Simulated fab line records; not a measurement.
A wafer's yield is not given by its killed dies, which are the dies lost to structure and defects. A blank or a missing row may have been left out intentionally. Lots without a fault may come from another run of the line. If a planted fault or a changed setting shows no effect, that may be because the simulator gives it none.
Comparing a struck lot with a sound one	flow berkeleyCmos170	25 steps out of a route of 331
Sound: these wafers, L602.2, L602.5, L602.6. The struck wafers were L610.1, L610.3, L610.4. Last of all comes the cause.
For every step that has rows: the tool of each side, followed by ch and its chambers, followed by its first start. Under that, the readings that differ: sound wafers	struck wafers	difference of the means	sigmas: that difference in standard deviations of wafers without a fault.
alike: words and numbers the same on both sides, and readings whose means are apart by under 2 such deviations; not compared: readings that were withheld, readings missing a value for some wafer, numbers with overlapping values and no deviation given by the record, and bounds like >300 which may hide the same value.
A row with sigmas, a row that says differs or no value, or rows on one side alone: a step with any of these is where the two part. Numbers that don't overlap but have no deviation are shown without sigmas and don't part them. A reading that every wafer of one side lacks parts them only if that side has two wafers or more.

first, 1 step without rows for these wafers: UCB170_PSD_IMPLANT_08.
UCB170_PSD_STRIP_09: strips in O2.
  sound on plasmaAsher-01 ch 0,1, day 7 10:00; struck on plasmaAsher-02 ch 0,1, day 9 06:05
  alike: drypumpMotorCurrentA, o2FlowSccm, oesProductAu, stripTimeToEndpointS
  not compared: rfHoursCounterH
UCB170_PSD_TW_MEAS_10:
  sound on filmMetro-03, day 7 10:07; struck on filmMetro-03, day 9 06:11
  alike: PSD_TW
then, 7 steps without rows for these wafers: UCB170_PSD_CLEAN_11 (cleans in SPM, time 600 s); UCB170_NSD_HMDS_00 (prime time 60 s); UCB170_NSD_COAT_01 (resist thk 900 nm); UCB170_NSD_SOFTBAKE_02 (time 60 s); UCB170_NSD_EXPOSE_03 (exposes mask NSELECT MOD, target cd 1200 nm); UCB170_NSD_PEB_04; UCB170_NSD_DEVELOP_05 (develop time 45 s).
UCB170_NSD_CD_MEAS_06 targets a cd of 1200 nm.
  sound on cdSem-02, day 7 11:47; struck on cdSem-01, day 9 07:21
  alike: cdNm
UCB170_NSD_OVL_MEAS_07:
  sound on overlay-01, day 7 11:53; struck on overlay-01, day 9 07:28
  alike: NSD_OVL
UCB170_NSD_IMPLANT_08:
  struck on implanter-02, day 9 07:31; sound on implanter-02 ch 0, day 7 11:57
  no value came back on the struck wafers for beamEnergyKeV, beamOnS (s), doseIonsCm2, endStationPressureTorr (Torr); on the sound wafers beamEnergyKeV reads 39.987 39.995 39.989
UCB170_NSD_STRIP_09: strips in O2.
  sound on plasmaAsher-02 ch 0,1, day 7 12:04; struck on plasmaAsher-04 ch 0,1, day 9 07:40
reading	sound	struck	difference	sigmas
oesProductAu (a.u.)	0.528 0.534 0.534	0.732 0.741 0.735	+0.204	+46
stripTimeToEndpointS (s)	35.67 35.75 35.80	21.62 21.68 21.73	-14.06	-99 or more
  alike: drypumpMotorCurrentA, o2FlowSccm
  not compared: rfHoursCounterH
UCB170_NSD_TW_MEAS_10:
  sound on filmMetro-04, day 7 12:11; struck on filmMetro-04, day 9 07:46
reading	sound	struck	difference	sigmas
NSD_TW	4141 4094 4083	29 30 29	-4077	-93
then, 4 steps without rows for these wafers: UCB170_NSD_CLEAN_11 (cleans in SPM, time 600 s); UCB170_BACKSIDE_HMDS_00 (prime time 60 s); UCB170_BACKSIDE_COAT_01 (resist thk 900 nm); UCB170_BACKSIDE_SOFTBAKE_02 (time 60 s).
UCB170_BACKSIDE_STRIP_03: strips in O2.
  sound on plasmaAsher-01 ch 0,1, day 7 12:52; struck on plasmaAsher-03 ch 0,1, day 9 08:37
  alike: drypumpMotorCurrentA, o2FlowSccm, oesProductAu, stripTimeToEndpointS
  not compared: rfHoursCounterH
then, 1 step without rows for these wafers: UCB170_BACKSIDE_CLEAN_04 (cleans in SPM, time 600 s).
UCB170_SDANNEAL_RTA_00: time 10 s.
  sound on rtpAnneal-01 ch 0, day 7 13:08; struck on rtpAnneal-01 ch 0, day 9 09:04
  alike: lampPowerPct, wafer_temp_C_max
UCB170_SDANNEAL_RTA_01: time 5 s.
  sound on rtpAnneal-01 ch 0, day 7 13:13; struck on rtpAnneal-01 ch 0, day 9 09:08
  alike: lampPowerPct, wafer_temp_C_max
UCB170_SDANNEAL_RS_MEAS_02: a four-point-probe measurement.
  sound on filmMetro-04, day 7 13:17; struck on filmMetro-01, day 9 09:11
  alike: PSD_RS
UCB170_SDANNEAL_RS_MEAS_03: a four-point-probe measurement.
  sound on filmMetro-04, day 7 13:24; struck on filmMetro-01, day 9 09:19
reading	sound	struck	difference	sigmas
NSD_RS (ohm/sq)	37.29 37.34 37.22	132.70 132.80 132.74	+95.46	+99 or more

## WHERE THEY PART
First at UCB170_NSD_IMPLANT_08; last, within this record, at UCB170_SDANNEAL_RS_MEAS_03.

WHY: the cause the simulator had injected
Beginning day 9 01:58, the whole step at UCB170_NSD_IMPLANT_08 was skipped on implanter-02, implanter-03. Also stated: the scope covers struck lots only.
